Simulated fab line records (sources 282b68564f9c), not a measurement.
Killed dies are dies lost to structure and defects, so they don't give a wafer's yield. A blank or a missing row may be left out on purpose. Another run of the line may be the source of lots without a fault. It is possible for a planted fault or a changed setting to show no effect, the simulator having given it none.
Problem report in the 8D (eight disciplines) form, filled by code / flow rit-cmos / the parts of the form that need people (team, actions taken, sign-off) are left out

1. THE PROBLEM
Wafers free of any fault read 50.3 nm (standard deviation 0.73) for ACTIVE_OXIDE_THK at RIT_ACTIVE_THK_MEAS_02, against a mean of 54.4 nm on 6 wafers of 2 lots. Relative to the usual mean, that is a shift of +5.5 standard deviations.
Earliest sighting: wafer L834.2 on film-metro-04 at day 3 14:04. The record holds 42 wafers of 14 lots with a number at this step. Rule for "out", or "out of limits": more than 4 standard deviations from the usual mean. Any other wafer with a number is counted as sound.

2. WHAT IT IS, WHAT IT ISN'T
question=which readings at this step | is=ACTIVE_OXIDE_THK | is not=-
question=which lots | is=L834, L841 | is not=L824, L825, L827, L828, L829, L831, L835, L838, L842, L843, L844, L845
question=which wafers of those lots | is=all that have a number | is not=-
question=read on which gauges | is=film-metro-01, film-metro-04 | is not=film-metro-02
question=when | is=from day 3 14:04 | is not=up to then (18 sound wafers); but 18 sound wafers of L835, L838, L842, L843, L844, L845 came after

3. THE SUSPECTS, EACH WITH WHAT RULES IT OUT
Counting: a tool at any process step up to the reading remains a suspect when it ran all the lots that are out and ran no sound lot after the first of those.
- the gauge at RIT_ACTIVE_THK_MEAS_02 has been ruled out. 2 gauges (film-metro-01, film-metro-04) read the wafers that are out.
- furnace-03 at RIT_ACTIVE_OXIDATION_01 (target thk 46.8 nm, ox time 3360 s): kept. All lots that are out passed through it, beginning with L834 at day 3 12:07, and no sound lot followed; its final sound lot before that point was L831 at day 2 22:04.
Remaining after the count: furnace-03 at RIT_ACTIVE_OXIDATION_01.

4. THE CAUSE (what the simulator had put in)
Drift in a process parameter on furnace-03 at RIT_ACTIVE_OXIDATION_01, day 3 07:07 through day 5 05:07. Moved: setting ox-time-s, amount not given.
After counting, this tool was the only one left.

5. SEQUENCE OF EFFECTS, ordered by route
Rows list readings where the struck wafers' mean (over those with a number) sits beyond 3 standard deviations from the usual. Only readings for which the record gives a usual standard deviation are gone through. hours: the time from each lot's start at the first step in this table that gives one to its start at this step, as a median over the lots. sigmas: the change in usual standard deviations.
hours=0; step=RIT_ACTIVE_THK_MEAS_02; reading=ACTIVE_OXIDE_THK; usual=50.3 nm; on struck wafers=54.4; change=+4.1; sigmas=+5.5

6. HOW IT WOULD HAVE BEEN CAUGHT EARLIER
7 hours passed between the start of the fault at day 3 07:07 and the first reading out of limits at a measuring or inspecting step in this record, taken at day 3 14:04.
Of the tool readings at RIT_ACTIVE_OXIDATION_01 for which the record gives a usual standard deviation, none was out on any struck wafer, so an alarm limit of 4 standard deviations on them would not have fired.
Among the 2 lots that are out, L841 began RIT_ACTIVE_OXIDATION_01 on furnace-03 after day 3 14:04. It would have been spared by a hold on the tool at that moment.
